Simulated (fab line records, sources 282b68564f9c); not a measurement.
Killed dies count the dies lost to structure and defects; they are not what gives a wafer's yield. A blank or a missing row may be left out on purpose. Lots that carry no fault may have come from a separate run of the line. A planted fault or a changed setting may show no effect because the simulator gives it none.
Struck lot and sound lot, side by side	flow rit_cmos	21 out of 202 route steps
Sound: the wafers L933.3, L933.5, L933.6. Wafers L943.2, L943.3, L943.5 were the ones struck. The cause comes at the end.
Per side, at each step with rows, come the tool, then ch with its chambers, and then its first start. Under that, the readings that differ: sound wafers	struck wafers	difference of the means	sigmas: that difference in standard deviations of wafers without a fault.
alike: readings whose means differ by less than 2 such deviations, and words and numbers that are the same on both sides. not compared: withheld readings, readings that some wafer has no value for, bounds like >300 that may hide the same value, and numbers for which the record gives no deviation and whose values overlap.
Wherever a step has rows on one side only, a row that says differs or no value, or a row with sigmas, the two part there. Non-overlapping numbers with no deviation appear without sigmas and do not part them. Lack of a reading on every wafer of one side parts them only where that side has two or more wafers.

RIT_PLDD_OVL_MEAS_06:
  sound: overlay-01 at day 3 10:28; struck: overlay-02 at day 5 08:25
  alike: PLDD_OVL
then, 2 steps without rows for these wafers: RIT_PLDD_HARDBAKE_07 (time 60 s); RIT_PLDD_IMPLANT_08.
RIT_PLDD_STRIP_09: strips in O2, time 180 s.
  sound on plasma_asher-04 ch 0,1, day 3 10:50; struck on plasma_asher-04 ch 0, day 5 08:44
  alike: drypump_motor_current_A, o2_flow_sccm
  not compared: rf_hours_counter_h
RIT_PLDD_TW_MEAS_10:
  sound: film_metro-01 at day 3 10:59; struck: film_metro-01 at day 5 08:56
  alike: PLDD_TW
then, 4 steps without rows for these wafers: RIT_SPACER_CLEAN_00 (cleans in SC1, time 600 s); RIT_SPACER_CLEAN_01 (cleans in dHF, time 30 s); RIT_SPACER_CLEAN_02 (cleans in SC2, time 600 s); RIT_SPACER_CVD_03 (deposits Si3N4 from SiH2Cl2/NH3, target thk 250 nm, time 3300 s).
RIT_SPACER_THK_MEAS_04:
  sound: film_metro-01 at day 3 13:20; struck: film_metro-04 at day 5 11:16
reading	sound	struck	difference	sigmas
SPACER_NITRIDE_THK (nm)	254.1 251.5 252.1	247.5 244.5 248.9	-5.6	-3
RIT_SPACER_ETCHBACK_05: etches Si3N4 in SF6/CHF3, stops on SiO2, target depth 250 nm, time 240 s.
  sound on rie_diel-03 ch 0,3, day 3 13:23; struck on rie_diel-03 ch 0,2,3, day 5 11:19
  alike: drypump_motor_current_A, oes_product_au, throttle_valve_pct
  not compared: rf_hours_counter_h
then, 1 step without rows for these wafers: RIT_NSD_HMDS_00 (prime time 60 s).
RIT_NSD_COAT_01: resist thk 1000 nm.
  sound on litho_track-03 ch 0, day 3 13:44; struck on litho_track-04 ch 0, day 5 11:38
reading	sound	struck	difference	sigmas
model.NOVOLAK_of_NSD_COAT_01.thk_nm (nm)	1002 1001 999.4	889.3 891.5 889.5	-110.7	
  alike: dispense_pressure_kPa, resist_line_temp_C
then, 4 steps without rows for these wafers: RIT_NSD_SOFTBAKE_02 (time 60 s); RIT_NSD_EXPOSE_03 (exposes mask M9, target cd 40700 nm); RIT_NSD_PEB_04; RIT_NSD_DEVELOP_05 (develop time 50 s).
RIT_NSD_OVL_MEAS_06:
  sound: overlay-01 at day 3 14:23; struck: overlay-02 at day 5 12:31
  alike: NSD_OVL
RIT_NSD_HARDBAKE_07: time 60 s.
  sound on litho_track-02 ch 0, day 3 14:28; struck on litho_track-02 ch 0, day 5 12:35
reading	sound	struck	difference	sigmas
model.NOVOLAK_of_NSD_COAT_01.thk_nm (nm)	885.7 885 883.2	786.9 788.8 787.1	-97.0	
  alike: resist_line_temp_C
following that, these wafers have no rows for 1 step: RIT_NSD_IMPLANT_08.
RIT_M1_PROBE_99:
  sound: prober-01 at day 4 00:29; struck: prober-01 at day 5 22:35
  alike: killed_at_M0_to_M3, killed_at_contacts, killed_at_front_end, killed_dies, killed_open, killed_short

WHERE THEY PART
Only at RIT_SPACER_THK_MEAS_04, within this record. Later steps at which nothing parts them and some readings are alike: RIT_SPACER_ETCHBACK_05, RIT_NSD_COAT_01, RIT_NSD_OVL_MEAS_06, RIT_NSD_HARDBAKE_07, RIT_M1_PROBE_99.

WHY: whatever the simulator had introduced
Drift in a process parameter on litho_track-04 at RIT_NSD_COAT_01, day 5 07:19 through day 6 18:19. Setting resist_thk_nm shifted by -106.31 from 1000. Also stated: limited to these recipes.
